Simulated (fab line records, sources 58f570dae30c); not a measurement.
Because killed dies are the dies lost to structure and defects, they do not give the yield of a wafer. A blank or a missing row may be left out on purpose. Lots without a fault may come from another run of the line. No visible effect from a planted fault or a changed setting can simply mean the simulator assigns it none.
A single fault, viewed from 2 desks || flow berkeley_cmos170 || each desk has only its own numbers; what lay behind them comes last

METROLOGY DESK
Lot by lot, what the gauges showed, no matter which tool ran the lot: averages of those sampled wafers that carry a number. The brackets show how far a lot's mean lies from the usual mean; more than 4 standard deviations puts the lot out of limits, marked OUT.
Columns: A = NWELL_TW at UCB170_NWELL_TW_MEAS_16, usual 1257; B = NVT_OVL at UCB170_NVT_OVL_MEAS_06, usual 1 nm; C = PLDD_OVL at UCB170_PLDD_OVL_MEAS_07, usual -4 nm
{"lot": "L903", "first seen here": "day 2 08:19", "A": 1264, "B": -2, "C": -3}
{"lot": "L904", "first seen here": "day 2 08:41", "A": 1244, "B": 11, "C": -8}
{"lot": "L905", "first seen here": "day 2 18:10", "A": 1227, "B": -2, "C": 9}
{"lot": "L906", "first seen here": "day 3 00:44", "A": 1275, "B": -2, "C": -6}
{"lot": "L908", "first seen here": "day 3 07:47", "A": 1242, "B": 7, "C": -5}
{"lot": "L907", "first seen here": "day 3 07:51", "A": 1265, "B": 4, "C": -8}
{"lot": "L909", "first seen here": "day 3 16:08", "A": 1231, "B": 1, "C": -7}
{"lot": "L910", "first seen here": "day 3 21:11", "A": 1270, "B": 4, "C": -0}
{"lot": "L916", "first seen here": "day 5 06:51", "A": 1244, "B": -4, "C": -2}
{"lot": "L918", "first seen here": "day 5 13:53", "A": 1243, "B": -5, "C": -5}
{"lot": "L920", "first seen here": "day 5 23:35", "A": 1279, "B": 4, "C": -8}
{"lot": "L921", "first seen here": "day 6 02:49", "A": 1277, "B": 3, "C": 3}
{"lot": "L923", "first seen here": "day 6 12:00", "A": 1235, "B": 5, "C": 5}
{"lot": "L924", "first seen here": "day 6 17:42", "A": 1247, "B": 0, "C": -13}
Finding of this desk: none of the 14 lots has anything out of limits.

FOR THE TOOL OWNER'S DESK: implanter-02
The tool's own readings at UCB170_PLDD_IMPLANT_09, given as means over the sampled wafers that have a number, one for each lot that went through this tool. The brackets show how far a lot's mean lies from the usual mean; more than 4 standard deviations puts the lot out of limits, marked OUT.
Columns: A = beam_energy_keV at UCB170_PLDD_IMPLANT_09, usual 10.000
{"lot": "L903", "first seen here": "day 6 08:46", "A": 10.001}
{"lot": "L906", "first seen here": "day 7 03:36", "A": 9.997}
{"lot": "L907", "first seen here": "day 7 09:16", "A": 9.999}
{"lot": "L916", "first seen here": "day 8 22:31", "A": "10.146 (+46) OUT"}
{"lot": "L918", "first seen here": "day 9 05:09", "A": "10.144 (+45) OUT"}
Finding of this desk: L916, L918 out of limits; the first was L916 at day 8 22:31, on beam_energy_keV at UCB170_PLDD_IMPLANT_09. Within limits: L903, L906, L907.

ALL TOGETHER
The tool owner's desk could have raised an alarm at day 8 22:31, on L916, L918.
Nothing out of limits was seen by the metrology desk.
The metrology desk holds a record of L916, L918, inside its limits.
UCB170_PLDD_IMPLANT_09 was run on implanter-02 by each of the lots named.

WHAT WAS PUT IN BY THE SIMULATOR
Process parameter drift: implanter-02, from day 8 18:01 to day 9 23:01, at UCB170_PLDD_IMPLANT_09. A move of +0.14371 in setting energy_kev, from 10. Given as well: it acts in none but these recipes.
Struck lots among those shown: L916, L918.
Hours from the fault's start to each desk's first reading out of limits: the tool owner's desk, 4.
